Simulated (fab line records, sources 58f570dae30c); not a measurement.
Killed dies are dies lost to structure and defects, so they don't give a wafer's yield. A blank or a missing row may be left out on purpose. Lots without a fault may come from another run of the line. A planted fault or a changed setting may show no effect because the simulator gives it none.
Split-lot experiment | flow berkeley_cmos170 | 5 lots, 23 wafers read, on a route of 331 steps

THE SPLIT
At UCB170_NWELL_CVD_04 (deposits Si3N4 from SiH2Cl2/NH3, target thk 224 nm, time 3360 s), the setting time_s was moved away from the recipe's 3360 s on 10 of the 23 wafers read, by -10.7% to -5.1%. The other wafers ran this setting at the recipe's value.

The file shows no step between the split and the reading.

THE READING
NWELL_NITRIDE_THK, in nm, at UCB170_NWELL_THK_MEAS_05. Fault-free wafers of this fab line usually give 224.2 nm, standard deviation 1.8 nm.

wafer  | tool, chamber at the split | time_s as run, s | against the recipe | NWELL_NITRIDE_THK, nm | against lot-mates on the recipe
L074.2 | -, -                       | 3001             | -10.7%             | 199.8                 | no lot-mate on the recipe
L074.3 | -, -                       | 3001             | -10.7%             | 200.1                 | no lot-mate on the recipe
L074.4 | -, -                       | 3001             | -10.7%             | 199.2                 | no lot-mate on the recipe
L074.5 | -, -                       | 3001             | -10.7%             | 200.4                 | no lot-mate on the recipe
L074.6 | -, -                       | 3001             | -10.7%             | 199.2                 | no lot-mate on the recipe
L075.2 | -, -                       | 3188             | -5.1%              | 212.4                 | no lot-mate on the recipe
L075.3 | -, -                       | 3188             | -5.1%              | 215.2                 | no lot-mate on the recipe
L075.4 | -, -                       | 3188             | -5.1%              | 211.3                 | no lot-mate on the recipe
L075.5 | -, -                       | 3188             | -5.1%              | 213.3                 | no lot-mate on the recipe
L075.6 | -, -                       | 3188             | -5.1%              | 211.1                 | no lot-mate on the recipe
L077.3 | lpcvd-02, 0                | 3360             | recipe             | 225.8                 | -
L077.4 | lpcvd-02, 0                | 3360             | recipe             | 226.5                 | -
L077.5 | lpcvd-02, 0                | 3360             | recipe             | 226.2                 | -
L080.1 | -, -                       | 3360             | recipe             | 224.1                 | -
L080.2 | -, -                       | 3360             | recipe             | 220.5                 | -
L080.3 | -, -                       | 3360             | recipe             | 222.8                 | -
L080.4 | -, -                       | 3360             | recipe             | 221.0                 | -
L080.5 | -, -                       | 3360             | recipe             | 224.3                 | -
L082.1 | -, -                       | 3360             | recipe             | 223.6                 | -
L082.2 | -, -                       | 3360             | recipe             | 223.0                 | -
L082.3 | -, -                       | 3360             | recipe             | 225.4                 | -
L082.5 | -, -                       | 3360             | recipe             | 224.9                 | -
L082.6 | -, -                       | 3360             | recipe             | 223.4                 | -

THE FIT
A straight line over all 23 wafers: NWELL_NITRIDE_THK changes by +2.26 nm for each +1% of time_s; r = +0.99; the points scatter about the line by 1.6 nm.
Too few moved wafers have a lot-mate on the recipe to fit a line with each lot's own level taken away.

THE WHOLE CHAIN: every reading that the file lists as answering this split, in the file's order
step                     | what it does                                                    | reading                                                                       | change (the file's fit)              | r (the file's)
UCB170_NWELL_CVD_04      | deposits Si3N4 from SiH2Cl2/NH3, target thk 224 nm, time 3360 s | Si3N4_of_NWELL_CVD_04.thk_nm (the simulator's own value, which no gauge read) | +2.26 nm for each +1% of the setting | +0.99
UCB170_NWELL_THK_MEAS_05 |                                                                 | NWELL_NITRIDE_THK                                                             | +2.26 for each +1% of the setting    | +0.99

THE FILE'S OWN FIT
NWELL_NITRIDE_THK changes by +2.26 nm for each +1% of time_s, r = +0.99.
